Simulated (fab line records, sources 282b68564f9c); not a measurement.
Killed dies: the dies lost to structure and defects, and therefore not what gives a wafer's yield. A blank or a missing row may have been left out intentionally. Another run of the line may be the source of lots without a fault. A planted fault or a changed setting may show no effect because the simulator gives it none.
A struck lot beside a sound one	flow rit cmos	15 steps out of a route of 202
Sound: wafers L440.1, L440.2, L440.3. The struck wafers were L432.3, L432.5, L432.6. At the end, the cause is stated.
At each step with rows: each side's tool, then ch and its chambers, then its first start. Under that, the readings that differ: sound wafers	struck wafers	difference of the means	sigmas: that difference in standard deviations of wafers without a fault.
alike: readings whose means differ by less than 2 such deviations, and words and numbers that are the same on both sides. not compared: withheld readings, readings that some wafer has no value for, bounds like >300 that may hide the same value, and numbers for which the record gives no deviation and whose values overlap.
A row with sigmas, a row that says differs or no value, or rows on one side alone: a step with any of these is where the two part. Numbers that don't overlap but have no deviation are shown without sigmas and don't part them. A reading missing from all wafers of one side parts the sides only when that side holds two or more wafers.

RIT_FOX1_THK_MEAS_01:
  sound: film metro-01 at day 5 20:59; struck: film metro-01 at day 4 04:58
  alike: FOX1_OXIDE_THK
then, 2 steps without rows for these wafers: RIT_FOX1_WET_ETCH_02 (etches SiO2 in BOE, target depth 350 nm, time 390 s); RIT_FOX2_OXIDATION_00 (target thk 350.7 nm, ox time 1130 s).
RIT_FOX2_THK_MEAS_01:
  sound: film metro-04 at day 5 22:29; struck: film metro-04 at day 4 06:28
  alike: FOX2_OXIDE_THK
then, 2 steps without rows for these wafers: RIT_FOX2_CLEAN_02 (cleans in dHF, time 173 s); RIT_FOX2_WET_ETCH_03 (etches Si3N4 in H3PO4, target depth 195 nm, time 2700 s).
RIT_FOX2_THK_MEAS_90:
  sound: film metro-04 at day 5 23:26; struck: film metro-02 at day 4 07:20
  alike: FIELD_OXIDE_LEFT_1_THK
then, 5 steps without rows for these wafers: RIT_NWELL_HMDS_00 (prime time 60 s); RIT_NWELL_COAT_01 (resist thk 1300 nm); RIT_NWELL_SOFTBAKE_02 (time 60 s); RIT_NWELL_EXPOSE_03 (exposes mask M2, target cd 43900 nm); RIT_NWELL_PEB_04.
RIT_NWELL_DEVELOP_05: develop time 64.78 s.
  sound on litho track-03 ch 0, day 6 00:00; struck on litho track-01 ch 0, day 4 08:00
reading	sound	struck	difference	sigmas
developer temp C (C)	22.96 22.93 22.89	25.30 25.28 25.25	+2.35	+20
  alike: chill plate temp C, exhaust pa
RIT_NWELL_OVL_MEAS_06:
  sound: overlay-01 at day 6 00:30; struck: overlay-01 at day 4 08:23
reading	sound	struck	difference	sigmas
NWELL_OVL (nm)	0.0 0.7 0.9	-2.4 -2.4 -1.1	-2.5	-2
RIT_M1_PROBE_99:
  sound: prober-01 at day 7 14:50; struck: prober-02 at day 5 20:53
  alike: killed_at_M0_to_M3, killed at contacts, killed at front end, killed dies, killed open, killed short

## WHERE THEY PART
First at RIT_NWELL_DEVELOP_05; last, within this record, at RIT_NWELL_OVL_MEAS_06. Later steps at which nothing parts them and some readings are alike: RIT_M1_PROBE_99.

WHY: the cause the simulator had injected
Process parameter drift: litho track-01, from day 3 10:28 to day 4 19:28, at RIT_NWELL_DEVELOP_05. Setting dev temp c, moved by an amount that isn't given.
